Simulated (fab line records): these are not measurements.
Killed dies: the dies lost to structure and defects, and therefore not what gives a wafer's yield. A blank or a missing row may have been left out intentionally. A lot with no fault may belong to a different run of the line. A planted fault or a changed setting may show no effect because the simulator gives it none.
fab line records	flow ritCmos
record: lots: 6	wafers: 18	lastDay: 7
route steps=202 shown PLDD@118 SPACER@125 NSD@131 PSD@142 SDANNEAL@153 SILICIDE@161 M1@202
lots with no fault: from the same line, run without faults
startH: start of the lot's first displayed wafer, in hours after the record's first day	waitH: time in hours since the lot's previous step	" unchanged from the row above	L1.1+2: a single row standing in for several wafers	- no value, or no start given	* or withheld: withheld	< > ~ a bound
route shown NAME@n: NAME is a module with steps in the file, n the number in the route of the first one	usual: average and standard deviation across the fault-free wafers	same: alike in all rows	chamber/n: place in a boat	sites: readings site by site	_std_site: the standard deviation of these	_edge_site: outer sites' mean less inner sites'	radiusMm: how far each site lies from the wafer's centre	mask NAME#n: copy n	behind: the most recent tool/chamber to have shaped the wafer	hold: what put the lot on hold/how long, in hours/how the hold closed	device: which transistor (n, p or np) failed to switch	end of line: the route-end tests of the same wafers	step lacking rows: just its recipe	killed: dies lost to structure and defects at the first sort, not the wafer's yield	map: the dies of a wafer, with x for killed, . for not killed, _ for no die there
set.NAME: the run value of the setting; set.NAME@STEP: its run value at that earlier step	model.NAME: the simulator's own value behind a step, which no gauge read
certain route steps with their lots: each step a table, each wafer a row
services: from which hour (startH, from the record's first day; less than 0 if before it) a tool's chamber was out of use, for how many hours, and why
== steps ==
step: RIT_PLDD_PEB_04
recipe: resist: NOVOLAK	tempC: withheld	timeS: withheld
step: RIT_PLDD_DEVELOP_05
recipe: resist: NOVOLAK	developTimeS: 50	devTempC: 23
step: RIT_PLDD_OVL_MEAS_06
usual: PLDD_OVL: -0.7/1.1
lot.wafer	tool	chamber	startH	waitH	PLDD_OVL[nm]
L192.1	overlay-02	-	65.96	-	-2.7
L192.4	"	-	"	"	0.5
L192.6	"	-	"	"	-0.4
L193.1	overlay-02	-	69.98	-	-2.8
L193.2	"	-	"	"	-2.1
L193.4	"	-	"	"	-0.4
L194.1	overlay-01	-	74.29	-	-1.2
L194.3	"	-	"	"	-2.9
L194.5	"	-	"	"	-2.3
L204.3	overlay-01	-	134.10	-	-0.2
L204.4	"	-	"	"	0.8
L204.6	"	-	"	"	1.3
L209.1	overlay-01	-	156.24	-	-0.7
L209.5	"	-	"	"	-1.3
L209.6	"	-	"	"	-0.2
L211.3	overlay-01	-	164.95	-	-0.3
L211.4	"	-	"	"	-0.4
L211.5	"	-	"	"	-0.9
step: RIT_PLDD_HARDBAKE_07
recipe: resist: NOVOLAK	tempC: 140	timeS: 60
step: RIT_PLDD_IMPLANT_08
recipe: species: BF2	energyKev: 20	doseCm2: 9e+14	tiltDeg: 7
step: RIT_PLDD_STRIP_09
recipe: chemistry: O2	timeS: 180	resist: NOVOLAK	platenTempC: withheld	powerW: 500	pressureMtorr: 4000	o2FlowSccm: 4000
usual: chamberPressureMTorr: 4000/3.6	drypumpMotorCurrentA: 5.86/0.19
same: timeS: 180
lot.wafer	tool	chamber	startH	waitH	chamberPressureMTorr	drypumpMotorCurrentA	rfHoursCounterH
L192.1	plasmaAsher-03	1	66.30	0.1	3996	5.96	29
L192.4	"	1	"	"	3994	5.96	-
L192.6	"	0	"	"	4000	6.16	-
L193.1	plasmaAsher-03	0	70.31	0.1	3998	6.14	29
L193.2	"	1	"	"	4005	5.96	29
L193.4	"	0	"	"	4001	6.22	-
L194.1	plasmaAsher-01	0	74.63	0.1	4006	5.65	44
L194.3	"	1	"	"	4002	5.67	-
L194.5	"	1	"	"	4001	5.68	-
L204.3	plasmaAsher-02	0	134.48	0.1	4005	6.04	-
L204.4	"	1	"	"	4001	5.69	-
L204.6	"	1	"	"	4006	5.70	-
L209.1	plasmaAsher-02	0	156.58	0.1	4002	6.05	4
L209.5	"	0	"	"	4003	6.04	-
L209.6	"	1	"	"	4000	5.72	-
L211.3	plasmaAsher-03	0	165.34	0.1	4000	6.15	-
L211.4	"	1	"	"	3997	5.96	-
L211.5	"	0	"	"	4000	6.17	-
step: RIT_PLDD_TW_MEAS_10
usual: PLDD_TW: 2325/24
lot.wafer	tool	chamber	startH	waitH	PLDD_TW
L192.1	filmMetro-01	-	66.47	0.1	2304
L192.4	"	-	"	"	2298
L192.6	"	-	"	"	2320
L193.1	filmMetro-01	-	70.49	0.1	2308
L193.2	"	-	"	"	2319
L193.4	"	-	"	"	2313
L194.1	filmMetro-01	-	74.80	0.1	2300
L194.3	"	-	"	"	2321
L194.5	"	-	"	"	2298
L204.3	filmMetro-01	-	134.61	0.1	2304
L204.4	"	-	"	"	2317
L204.6	"	-	"	"	2309
L209.1	filmMetro-04	-	156.75	0.1	2373
L209.5	"	-	"	"	2368
L209.6	"	-	"	"	2374
L211.3	filmMetro-01	-	165.47	0.1	2325
L211.4	"	-	"	"	2338
L211.5	"	-	"	"	2332
step: RIT_SPACER_CLEAN_00
recipe: chemistry: SC1	mix: 3:3:50	timeS: 600	tempC: 75
step: RIT_SPACER_CLEAN_01
recipe: chemistry: dHF	dilution: 50:1	timeS: 30
step: RIT_SPACER_CLEAN_02
recipe: chemistry: SC2	mix: 3:3:50	timeS: 600	tempC: 75	dry: n2Spin
step: RIT_SPACER_CVD_03
recipe: material: Si3N4	targetThkNm: 250	tempC: 810	precursor: SiH2Cl2/NH3	timeS: 3300	pressureMtorr: 300	sih2cl2FlowSccm: 60	nh3FlowSccm: 150
step: RIT_SPACER_THK_MEAS_04
recipe: reads: Si3N4_of_SPACER_CVD_03
usual: SPACER_NITRIDE_THK: 250.4/2.5
lot.wafer	tool	chamber	startH	waitH	SPACER_NITRIDE_THK[nm]
L192.1	filmMetro-03	-	69.01	0.0	250.5
L192.4	"	-	"	"	250.0
L192.6	"	-	"	"	248.6
L193.1	filmMetro-02	-	73.54	0.0	245.5
L193.2	"	-	"	"	246.5
L193.4	"	-	"	"	243.5
L194.1	filmMetro-03	-	77.18	0.0	249.1
L194.3	"	-	"	"	250.3
L194.5	"	-	"	"	249.5
L204.3	filmMetro-03	-	136.96	0.0	250.3
L204.4	"	-	"	"	249.3
L204.6	"	-	"	"	253.3
L209.1	filmMetro-01	-	159.15	0.0	249.6
L209.5	"	-	"	"	248.5
L209.6	"	-	"	"	247.5
L211.3	filmMetro-01	-	167.85	0.0	250.9
L211.4	"	-	"	"	251.9
L211.5	"	-	"	"	251.2
step: RIT_SPACER_ETCHBACK_05
recipe: targetDepthA: 2500	SF6_flow_sccm: 30	CHF3_flow_sccm: 30	target: Si3N4	chemistry: SF6/CHF3	pressureMtorr: 40	rfW: 250	timeS: 246.9	stopOn: SiO2
usual: chamberPressureMTorr: 40.00/0.038	drypumpMotorCurrentA: 5.80/0.28	oesProductAu: 0.845/0.015	throttleValvePct: 10.28/0.17
same: timeS: 246.9
lot.wafer	tool	chamber	startH	waitH	chamberPressureMTorr	drypumpMotorCurrentA	oesProductAu	rfHoursCounterH	throttleValvePct	model.poly-Si_of_GATE_CVD_08.thkNm	model.Si3N4_of_SPACER_CVD_03.thkNm
L192.1	rieDiel-03	0	69.07	0.1	40.03	5.83	0.814	99	10.54	165.7	194.1
L192.4	"	2	"	"	40.00	6.42	0.836	150	10.14	161.3	190.7
L192.6	"	1	"	"	40.05	5.91	0.841	-	10.45	167	193.4
L193.1	rieDiel-03	3	73.60	0.1	40.05	6.09	0.828	3	10.41	165.3	192.3
L193.2	"	2	"	"	40.01	6.40	0.826	150	10.13	159.8	188.2
L193.4	"	1	"	"	40.03	5.95	0.827	132	10.44	162.1	190
L194.1	rieDiel-01	1	77.24	0.1	39.92	5.80	0.837	5	10.36	168.6	193.9
L194.3	"	0	"	"	39.98	5.84	0.858	3	10.11	170.8	195.5
L194.5	"	0	"	"	40.05	5.84	0.863	-	10.09	168.9	195.1
L204.3	rieDiel-01	1	137.00	0.0	39.89	5.85	0.841	6	10.38	166.1	195.3
L204.4	"	2	"	"	40.03	5.52	0.851	123	10.36	166.6	193.6
L204.6	"	2	"	"	40.00	5.47	0.854	-	10.38	164.1	196
L209.1	rieDiel-03	1	159.21	0.1	39.96	5.97	0.847	134	10.46	165.2	193.7
L209.5	"	1	"	"	39.97	5.95	0.835	-	10.45	163.2	193.2
L209.6	"	3	"	"	40.04	6.08	0.842	-	10.40	165.2	193.7
L211.3	rieDiel-01	3	167.89	0.0	39.98	5.96	0.851	88	10.07	164.3	194.8
L211.4	"	2	"	"	40.00	5.48	0.854	124	10.37	164.3	195
L211.5	"	0	"	"	40.01	5.83	0.867	-	10.10	165.7	197.2
step: RIT_NSD_HMDS_00
recipe: primeTimeS: 60	primeTempC: 140
step: RIT_NSD_COAT_01
recipe: resist: NOVOLAK	spinRpm: 3250	resistThkNm: 1000
step: RIT_NSD_SOFTBAKE_02
recipe: resist: NOVOLAK	tempC: 90	timeS: 60
step: RIT_NSD_EXPOSE_03
recipe: maskId: M9	na: 0.57	targetCdNm: 40700	doseMj: 250
step: RIT_NSD_PEB_04
recipe: resist: NOVOLAK	tempC: withheld	timeS: withheld
step: RIT_NSD_DEVELOP_05
recipe: resist: NOVOLAK	developTimeS: 50	devTempC: 23
step: RIT_NSD_OVL_MEAS_06
usual: NSD_OVL: 0.4/1.5
lot.wafer	tool	chamber	startH	waitH	NSD_OVL[nm]
L192.1	overlay-02	-	70.07	-	0.9
L192.4	"	-	"	"	0.9
L192.6	"	-	"	"	1.8
L193.1	overlay-01	-	74.82	-	1.3
L193.2	"	-	"	"	0.8
L193.4	"	-	"	"	0.6
L194.1	overlay-01	-	78.54	-	1.3
L194.3	"	-	"	"	2.0
L194.5	"	-	"	"	0.8
L204.3	overlay-01	-	138.14	-	-1.0
L204.4	"	-	"	"	0.4
L204.6	"	-	"	"	0.0
L209.1	overlay-02	-	160.40	-	1.7
L209.5	"	-	"	"	-1.0
L209.6	"	-	"	"	0.0
L211.3	overlay-01	-	168.90	-	3.0
L211.4	"	-	"	"	2.5
L211.5	"	-	"	"	2.7
step: RIT_NSD_HARDBAKE_07
recipe: resist: NOVOLAK	tempC: 140	timeS: 60
step: RIT_NSD_IMPLANT_08
recipe: species: P	energyKev: 25	doseCm2: 1e+15	tiltDeg: 7
step: RIT_NSD_STRIP_09
recipe: chemistry: O2	timeS: 180	resist: NOVOLAK	platenTempC: withheld	powerW: 500	pressureMtorr: 4000	o2FlowSccm: 4000
usual: chamberPressureMTorr: 4000/3.6	drypumpMotorCurrentA: 6.06/0.25
same: timeS: 180
lot.wafer	tool	chamber	startH	waitH	chamberPressureMTorr	drypumpMotorCurrentA	rfHoursCounterH
L192.1	plasmaAsher-04	1	70.41	0.1	4003	6.38	39
L192.4	"	1	"	"	4005	6.41	-
L192.6	"	0	"	"	3998	6.03	-
L193.1	plasmaAsher-03	1	75.16	0.1	4001	5.98	30
L193.2	"	0	"	"	3999	6.13	30
L193.4	"	1	"	"	4000	5.97	-
L194.1	plasmaAsher-01	1	78.88	0.1	4002	5.65	45
L194.3	"	0	"	"	4004	5.67	-
L194.5	"	0	"	"	4002	5.70	-
L204.3	plasmaAsher-01	0	138.52	0.1	3997	5.67	-
L204.4	"	1	"	"	4003	5.69	-
L204.6	"	0	"	"	3997	5.66	-
L209.1	plasmaAsher-04	0	160.98	0.1	3999	6.06	50
L209.5	"	1	"	"	4001	6.42	-
L209.6	"	0	"	"	3999	6.05	-
L211.3	plasmaAsher-04	0	169.28	0.1	4004	6.07	-
L211.4	"	1	"	"	4004	6.41	-
L211.5	"	1	"	"	3996	6.37	-
step: RIT_NSD_TW_MEAS_10
usual: NSD_TW: 3101/31
lot.wafer	tool	chamber	startH	waitH	NSD_TW
L192.1	filmMetro-04	-	70.59	0.1	3122
L192.4	"	-	"	"	3129
L192.6	"	-	"	"	3115
L193.1	filmMetro-04	-	75.33	0.1	3146
L193.2	"	-	"	"	3137
L193.4	"	-	"	"	3127
L194.1	filmMetro-02	-	79.05	0.1	3107
L194.3	"	-	"	"	3091
L194.5	"	-	"	"	3103
L204.3	filmMetro-02	-	138.66	0.1	3107
L204.4	"	-	"	"	3082
L204.6	"	-	"	"	3090
L209.1	filmMetro-04	-	161.16	0.1	3165
L209.5	"	-	"	"	3150
L209.6	"	-	"	"	3158
L211.3	filmMetro-04	-	169.42	0.1	3152
L211.4	"	-	"	"	3149
L211.5	"	-	"	"	3146
step: RIT_PSD_HMDS_00
recipe: primeTimeS: 60	primeTempC: 140
step: RIT_PSD_COAT_01
recipe: resist: NOVOLAK	spinRpm: 3250	resistThkNm: 1000
step: RIT_PSD_SOFTBAKE_02
recipe: resist: NOVOLAK	tempC: 90	timeS: 60
step: RIT_PSD_EXPOSE_03
recipe: maskId: M10	na: 0.57	targetCdNm: 40900	doseMj: 250
step: RIT_PSD_PEB_04
recipe: resist: NOVOLAK	tempC: withheld	timeS: withheld
step: RIT_PSD_DEVELOP_05
recipe: resist: NOVOLAK	developTimeS: 51.19	devTempC: 23
step: RIT_PSD_OVL_MEAS_06
usual: PSD_OVL: -1.1/1.5
lot.wafer	tool	chamber	startH	waitH	PSD_OVL[nm]
L192.1	overlay-02	-	71.50	-	-1.7
L192.4	"	-	"	"	-0.4
L192.6	"	-	"	"	0.8
L193.1	overlay-01	-	76.37	-	-1.4
L193.2	"	-	"	"	-3.8
L193.4	"	-	"	"	-2.4
L194.1	overlay-01	-	80.14	-	-1.2
L194.3	"	-	"	"	-0.8
L194.5	"	-	"	"	-1.1
L204.3	overlay-01	-	139.68	-	-2.6
L204.4	"	-	"	"	-3.5
L204.6	"	-	"	"	-2.4
L209.1	overlay-02	-	162.07	-	-0.9
L209.5	"	-	"	"	0.8
L209.6	"	-	"	"	-2.2
L211.3	overlay-02	-	170.32	-	-1.6
L211.4	"	-	"	"	-1.9
L211.5	"	-	"	"	-2.7
step: RIT_PSD_HARDBAKE_07
recipe: resist: NOVOLAK	tempC: 140	timeS: 60
step: RIT_PSD_IMPLANT_08
recipe: species: BF2	energyKev: 27	doseCm2: 5e+15	tiltDeg: 7
step: RIT_PSD_STRIP_09
recipe: chemistry: O2	timeS: 180	resist: NOVOLAK	platenTempC: withheld	powerW: 500	pressureMtorr: 4000	o2FlowSccm: 4000
usual: chamberPressureMTorr: 4000/3.8	drypumpMotorCurrentA: 6.03/0.19
same: timeS: 180
lot.wafer	tool	chamber	startH	waitH	chamberPressureMTorr	drypumpMotorCurrentA	rfHoursCounterH
L192.1	plasmaAsher-03	0	71.83	0.1	3996	6.14	29
L192.4	"	0	"	"	3998	6.16	-
L192.6	"	0	"	"	4004	6.16	-
L193.1	plasmaAsher-02	1	76.70	0.1	3995	5.71	44
L193.2	"	0	"	"	3996	6.02	44
L193.4	"	1	"	"	3999	5.70	-
L194.1	plasmaAsher-03	0	80.47	0.1	3999	6.14	30
L194.3	"	1	"	"	3994	5.97	-
L194.5	"	1	"	"	3998	5.98	-
L204.3	plasmaAsher-02	1	140.06	0.1	3996	5.74	-
L204.4	"	0	"	"	3997	6.04	-
L204.6	"	1	"	"	4003	5.73	-
L209.1	plasmaAsher-03	1	162.40	0.1	4005	5.99	40
L209.5	"	0	"	"	3998	6.15	-
L209.6	"	1	"	"	3999	5.99	-
L211.3	plasmaAsher-03	0	170.70	0.1	3993	6.15	-
L211.4	"	1	"	"	4005	5.93	-
L211.5	"	1	"	"	3996	5.95	-
step: RIT_PSD_TW_MEAS_10
usual: PSD_TW: 3413/31
lot.wafer	tool	chamber	startH	waitH	PSD_TW
L192.1	filmMetro-04	-	72.01	0.1	3447
L192.4	"	-	"	"	3430
L192.6	"	-	"	"	3457
L193.1	filmMetro-02	-	76.88	0.1	3413
L193.2	"	-	"	"	3425
L193.4	"	-	"	"	3411
L194.1	filmMetro-02	-	80.65	0.1	3411
L194.3	"	-	"	"	3401
L194.5	"	-	"	"	3408
L204.3	filmMetro-04	-	140.20	0.1	3440
L204.4	"	-	"	"	3456
L204.6	"	-	"	"	3443
L209.1	filmMetro-04	-	162.58	0.1	3466
L209.5	"	-	"	"	3440
L209.6	"	-	"	"	3468
L211.3	filmMetro-02	-	170.84	0.1	3427
L211.4	"	-	"	"	3414
L211.5	"	-	"	"	3421
step: RIT_SDANNEAL_CLEAN_00
recipe: chemistry: SC1	mix: 3:3:50	timeS: 600	tempC: 73.87
step: RIT_SDANNEAL_CLEAN_01
recipe: chemistry: dHF	dilution: 50:1	timeS: 30
step: RIT_SDANNEAL_CLEAN_02
recipe: chemistry: SC2	mix: 3:3:50	timeS: 600	tempC: 75	dry: n2Spin
same: timeS: 600
lot.wafer	tool	chamber	startH	waitH	model.poly-Si_of_GATE_CVD_08.thkNm
L192.1	wetBench-02	2	72.26	0.0	161.5
L192.4	"	2	"	"	157.1
L192.6	"	2	"	"	162.8
L193.1	wetBench-03	2	77.13	0.0	161.2
L193.2	"	2	"	"	155.6
L193.4	"	2	"	"	158
L194.1	wetBench-01	0	80.90	0.0	164.5
L194.3	"	0	"	"	166.7
L194.5	"	0	"	"	164.8
L204.3	wetBench-02	3	140.43	0.0	161.9
L204.4	"	3	"	"	162.4
L204.6	"	3	"	"	159.9
L209.1	wetBench-02	1	162.85	0.0	161
L209.5	"	1	"	"	159
L209.6	"	1	"	"	161.1
L211.3	wetBench-03	1	171.09	0.0	160.1
L211.4	"	1	"	"	160
L211.5	"	1	"	"	161.5
step: RIT_SDANNEAL_RTA_03
recipe: tempC: 1050	timeS: 5	idleTempC: 600	rampUpCPerS: 342	rampDownCPerS: 171	coolToC: 600	ambient: N2
usual: annealTempCMax: 1053.6/1.2	wafer_temp_C_max: 1053.5/1.2
same: timeS: 5
lot.wafer	tool	chamber	startH	waitH	annealTempCMax	wafer_temp_C_max
L192.1	rtpAnneal-02	0	72.43	0.0	1052.7	1054.2
L192.4	"	0	"	"	1053.1	1054.2
L192.6	"	0	"	"	1052.1	1053.1
L193.1	rtpAnneal-01	0	77.30	0.0	1054.8	1054.5
L193.2	"	0	"	"	1053.5	1052.4
L193.4	"	0	"	"	1053.9	1053.9
L194.1	rtpAnneal-02	0	81.07	0.0	1052.8	1052.6
L194.3	"	0	"	"	1053.1	1053.1
L194.5	"	0	"	"	1053.3	1053.6
L204.3	rtpAnneal-02	0	140.63	0.0	1053.4	1053.5
L204.4	"	0	"	"	1052.9	1054.3
L204.6	"	0	"	"	1051.9	1054.0
L209.1	rtpAnneal-01	0	163.04	0.0	1054.8	1053.4
L209.5	"	0	"	"	1053.9	1052.3
L209.6	"	0	"	"	1055.9	1055.2
L211.3	rtpAnneal-01	0	171.30	0.0	1055.2	1055.0
L211.4	"	0	"	"	1056.0	1052.5
L211.5	"	0	"	"	1055.7	1053.0
step: RIT_SDANNEAL_RS_MEAS_04
recipe: thkMeasGauge: four-point-probe
usual: PSD_RS: 115.90/0.28
lot.wafer	tool	chamber	startH	waitH	PSD_RS[ohm/sq]
L192.1	filmMetro-02	-	72.49	0.0	115.91
L192.4	"	-	"	"	115.65
L192.6	"	-	"	"	115.52
L193.1	filmMetro-01	-	77.36	0.0	116.00
L193.2	"	-	"	"	115.78
L193.4	"	-	"	"	116.23
L194.1	filmMetro-04	-	81.13	0.0	116.68
L194.3	"	-	"	"	116.28
L194.5	"	-	"	"	116.15
L204.3	filmMetro-01	-	140.71	0.1	115.85
L204.4	"	-	"	"	115.84
L204.6	"	-	"	"	116.28
L209.1	filmMetro-04	-	163.10	0.0	115.72
L209.5	"	-	"	"	115.85
L209.6	"	-	"	"	115.71
L211.3	filmMetro-01	-	171.38	0.1	115.92
L211.4	"	-	"	"	115.78
L211.5	"	-	"	"	116.02
step: RIT_SDANNEAL_RS_MEAS_05
recipe: thkMeasGauge: four-point-probe
usual: NSD_RS: 84.6/0.31
lot.wafer	tool	chamber	startH	waitH	NSD_RS[ohm/sq]
L192.1	filmMetro-02	-	72.61	0.1	84.6
L192.4	"	-	"	"	84.2
L192.6	"	-	"	"	84.6
L193.1	filmMetro-01	-	77.48	0.1	84.5
L193.2	"	-	"	"	84.6
L193.4	"	-	"	"	84.4
L194.1	filmMetro-04	-	81.25	0.1	84.8
L194.3	"	-	"	"	84.7
L194.5	"	-	"	"	84.5
L204.3	filmMetro-01	-	140.83	0.1	84.5
L204.4	"	-	"	"	84.7
L204.6	"	-	"	"	84.6
L209.1	filmMetro-04	-	163.22	0.1	84.0
L209.5	"	-	"	"	84.2
L209.6	"	-	"	"	84.0
L211.3	filmMetro-01	-	171.50	0.1	84.6
L211.4	"	-	"	"	84.2
L211.5	"	-	"	"	84.2
step: RIT_SDANNEAL_RS_MEAS_06
recipe: thkMeasGauge: four-point-probe
usual: PLDD_RS: 178.6/0.39
lot.wafer	tool	chamber	startH	waitH	PLDD_RS[ohm/sq]
L192.1	filmMetro-02	-	72.73	0.1	178.8
L192.4	"	-	"	"	178.4
L192.6	"	-	"	"	178.5
L193.1	filmMetro-01	-	77.60	0.1	178.6
L193.2	"	-	"	"	178.9
L193.4	"	-	"	"	178.3
L194.1	filmMetro-04	-	81.37	0.1	179.0
L194.3	"	-	"	"	179.3
L194.5	"	-	"	"	179.2
L204.3	filmMetro-01	-	140.95	0.1	178.1
L204.4	"	-	"	"	177.9
L204.6	"	-	"	"	178.4
L209.1	filmMetro-04	-	163.34	0.1	178.0
L209.5	"	-	"	"	178.0
L209.6	"	-	"	"	178.8
L211.3	filmMetro-01	-	171.62	0.1	178.3
L211.4	"	-	"	"	178.2
L211.5	"	-	"	"	178.3
step: RIT_SILICIDE_WET_ETCH_00
recipe: chemistry: BOE	target: SiO2	targetDepthNm: 14	timeS: 15	dry: n2Spin	dilution: 10:1	tempC: 21.5
same: timeS: 15
lot.wafer	tool	chamber	startH	waitH	model.Si3N4_of_SPACER_CVD_03.thkNm
L192.1	wetBench-03	1	72.97	0.1	192.9
L192.4	"	1	"	"	189.5
L192.6	"	1	"	"	192.3
L193.1	wetBench-04	2	77.84	0.1	191.2
L193.2	"	2	"	"	187.1
L193.4	"	2	"	"	188.9
L194.1	wetBench-01	2	81.61	0.1	192.8
L194.3	"	2	"	"	194.3
L194.5	"	2	"	"	193.9
L204.3	wetBench-04	2	141.15	0.1	194.1
L204.4	"	2	"	"	192.4
L204.6	"	2	"	"	194.8
L209.1	wetBench-01	0	163.58	0.1	192.6
L209.5	"	0	"	"	192
L209.6	"	0	"	"	192.5
L211.3	wetBench-01	0	171.82	0.1	193.6
L211.4	"	0	"	"	193.8
L211.5	"	0	"	"	196
step: RIT_M1_PROBE_99
usual: killedAtContacts: 0.0/0.2	killedAtFrontEnd: 6.6/2.8	killedDies: 6.6/2.8	killedOpen: 3.3/1.9	killedShort: 3.2/1.8
same: grossDies: 264	killed_at_M0_to_M3: 0	killed_at_M4_up: 0	killedAtBackSide: 0	killedAtOther: 0
lot.wafer	tool	chamber	startH	waitH	killedAtContacts	killedAtFrontEnd	killedDies	killedOpen	killedShort	model.etest.nmos_0p15.rOnOhmUm	model.etest.nmos_0p3.rOnOhmUm	model.etest.pplusSal.widthNm	model.etest.nplusSal.widthNm	model.etest.pwellPinched.rsOhmSq	model.etest.nwellPinched.rsOhmSq	model.etest.diodePplusNwell.bvV	model.etest.nmos_0p15.toxInvNm
L192.1	prober-02	-	79.82	0.1	1	4	5	4	1	1154	2227	3467	3479	473.8	338.4	6.714	4.418
L192.4	prober-02	-	79.97	0.2	0	5	5	2	3	1226	2251	3481	3480	487	344.9	6.747	4.322
L192.6	prober-02	-	80.07	0.2	0	7	7	3	4	1175	2241	3450	3452	470.9	337	6.644	4.468
L193.1	prober-01	-	84.81	0.1	0	4	4	0	4	1104	2178	3442	3448	464.5	333.6	6.679	4.503
L193.2	prober-01	-	84.86	0.1	0	10	10	9	1	1217	2267	3489	3477	480.7	352.1	6.826	4.319
L193.4	prober-01	-	84.96	0.2	0	6	6	4	2	1127	2167	3451	3460	466.4	340.8	6.691	4.402
L194.1	prober-02	-	88.67	0.1	0	9	9	3	6	1143	2176	3424	3441	460.4	339.8	6.633	4.394
L194.3	prober-02	-	88.77	0.2	0	9	9	4	5	1106	2140	3441	3421	459.2	333.7	6.591	4.437
L194.5	prober-02	-	88.87	0.2	1	5	6	2	4	1103	2107	3424	3412	457	332.8	6.614	4.413
L204.3	prober-02	-	148.31	0.2	0	2	2	2	0	1092	2101	3424	3432	457.8	333.3	6.526	4.472
L204.4	prober-02	-	148.36	0.2	0	5	5	2	3	1119	2099	3451	3452	464.2	339.3	6.56	4.42
L204.6	prober-02	-	148.46	0.2	0	7	7	2	5	1117	2137	3442	3435	458.4	336.7	6.556	4.503
L209.1	prober-01	-	170.63	0.1	0	12	12	5	6	1100	2128	3448	3453	466.1	339.6	6.636	4.437
L209.5	prober-01	-	170.83	0.2	0	12	12	6	6	1111	2149	3435	3444	456.8	342.9	6.605	4.425
L209.6	prober-01	-	170.88	0.2	0	9	9	4	5	1113	2170	3444	3435	454.7	334.5	6.627	4.545
L211.3	prober-01	-	179.04	0.2	0	8	8	3	5	1092	2098	3415	3404	462.4	338	6.679	4.382
L211.4	prober-01	-	179.09	0.2	0	8	8	5	3	1134	2152	3428	3408	457.6	341.5	6.75	4.327
L211.5	prober-01	-	179.14	0.2	0	5	5	2	3	1071	2116	3410	3382	450.8	332.5	6.615	4.447
killed by level:class
L192.1 FOX1:geometricParticle:open=1 FOX2:geometricParticle:open=1 GATE:geometricParticle:open=1 SILICIDE:geometricParticle:short=1 CONTACT:geometricParticle:open=1
L192.4 GATE:geometricParticle:short=2 FOX1:geometricParticle:open=1 FOX2:geometricParticle:short=1 GATE:geometricParticle:open=1
L192.6 GATE:geometricParticle:open=2 SILICIDE:geometricParticle:short=2 FOX1:geometricParticle:open=1 GATE:geometricParticle:short=1 SPACER:geometricParticle:short=1
L193.1 SILICIDE:geometricParticle:short=3 FOX1:geometricParticle:short=1
L193.2 FOX1:geometricParticle:open=5 SILICIDE:geometricParticle:open=2 FOX2:geometricParticle:open=1 REOX:geometricParticle:open=1 SILICIDE:geometricParticle:short=1
L193.4 GATE:geometricParticle:open=2 REOX:geometricParticle:open=2 FOX1:geometricParticle:short=1 GATE:geometricParticle:short=1
L194.1 GATE:geometricParticle:short=5 SILICIDE:geometricParticle:open=2 GATE:geometricParticle:open=1 SPACER:geometricParticle:short=1
L194.3 SPACER:geometricParticle:open=3 FOX2:geometricParticle:short=2 REOX:geometricParticle:short=2 GATE:geometricParticle:open=1 SILICIDE:geometricParticle:short=1
L194.5 FOX2:geometricParticle:open=1 GATE:geometricParticle:short=1 SPACER:geometricParticle:short=1 SILICIDE:geometricParticle:short=1 SILICIDE:geometricParticle:open=1 CONTACT:geometricParticle:short=1
L204.3 FOX1:geometricParticle:open=1 GATE:geometricParticle:open=1
L204.4 SILICIDE:geometricParticle:short=2 FOX1:geometricParticle:short=1 FOX1:geometricParticle:open=1 REOX:geometricParticle:open=1
L204.6 GATE:geometricParticle:short=3 SILICIDE:geometricParticle:short=2 GATE:geometricParticle:open=1 REOX:geometricParticle:open=1
L209.1 FOX1:geometricParticle:short=2 GATE:geometricParticle:short=2 GATE:geometricParticle:open=2 SPACER:geometricParticle:open=2 SILICIDE:geometricParticle:short=1 REOX:geometricParticle:open=1 SPACER:geometricParticle:short=1 NLDD:coatMicrobubblePrinted=1
L209.5 GATE:geometricParticle:short=4 GATE:geometricParticle:open=2 ACTIVE:geometricParticle:open=1 FOX1:geometricParticle:short=1 REOX:geometricParticle:open=1 SPACER:geometricParticle:open=1 SPACER:geometricParticle:short=1 SILICIDE:geometricParticle:open=1
L209.6 GATE:geometricParticle:open=3 GATE:geometricParticle:short=3 FOX1:geometricParticle:short=1 REOX:geometricParticle:open=1 SPACER:geometricParticle:short=1
L211.3 FOX1:geometricParticle:short=2 SPACER:geometricParticle:open=2 SILICIDE:geometricParticle:short=2 GATE:geometricParticle:open=1 SPACER:geometricParticle:short=1
L211.4 FOX2:geometricParticle:open=2 GATE:geometricParticle:open=2 FOX1:geometricParticle:short=1 FOX2:geometricParticle:short=1 SPACER:geometricParticle:open=1 SPACER:geometricParticle:short=1
L211.5 SPACER:geometricParticle:short=2 FOX2:geometricParticle:open=1 GATE:geometricParticle:short=1 SILICIDE:geometricParticle:open=1
== services ==
tool	chamber	startH	hours	kind
plasmaAsher-02	-	47.67	6.0	repair
plasmaAsher-03	-	57.27	5.9	repair
rieDiel-01	-	60.43	1.9	repair
plasmaAsher-02	-	77.79	6.2	repair
wetBench-01	-	90.80	7.5	repair
wetBench-04	-	94.48	1.9	pm
rieDiel-03	-	101.04	41.0	repair
plasmaAsher-01	-	105.85	1.3	repair
plasmaAsher-01	-	108.39	19.9	repair
plasmaAsher-02	-	108.75	9.0	pm
plasmaAsher-02	0	108.75	9.0	ventCycle
plasmaAsher-02	1	108.75	9.0	ventCycle
plasmaAsher-02	0	117.75	-	clean
plasmaAsher-02	1	117.75	-	clean
rieDiel-01	3	123.45	7.3	repair
rieDiel-03	0	136.82	14.8	repair
rieDiel-03	2	151.58	-	clean
rieDiel-03	2	151.58	19.4	scheduledDown
rieDiel-03	2	151.58	19.4	ventCycle
rieDiel-01	-	170.59	2.8	pm
== key ==
firstSign none at tools or gauges
modelEffect: step: RIT_SPACER_ETCHBACK_05	value: poly-Si_of_GATE_CVD_08.thkNm	without: 165.7	struck: 160.6
modelEffect: step: RIT_SDANNEAL_CLEAN_02	value: poly-Si_of_GATE_CVD_08.thkNm	without: 161.5	struck: 156.4
modelEffect: step: RIT_SILICIDE_WET_ETCH_00	value: Si3N4_of_SPACER_CVD_03.thkNm	without: 192.5	struck: 188.3
modelEffect: step: RIT_M1_PROBE_99	value: etest.nmos_0p15.rOnOhmUm	without: 1112	struck: 1222
metAt RIT_SPACER_ETCHBACK_05
struckWafers L192.4,L193.2
testerLeftOut L192,L193
fault: kind: processParameterDrift	tool: rieDiel-03	chamber: 2	onsetH: 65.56	steps: RIT_SPACER_ETCHBACK_05	channel: rfW	offset: 40	shape: step	endH: 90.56	actsIn: theseRecipesOnly	stated: 250
testerLeftOut: of these lots the tester's yield and bins aren't shown, on N5 and GAA mostly nor the transistor test; their killed dies are dies lost to structure and defects alone, not to doping, threshold or leakage, so they don't give the yield
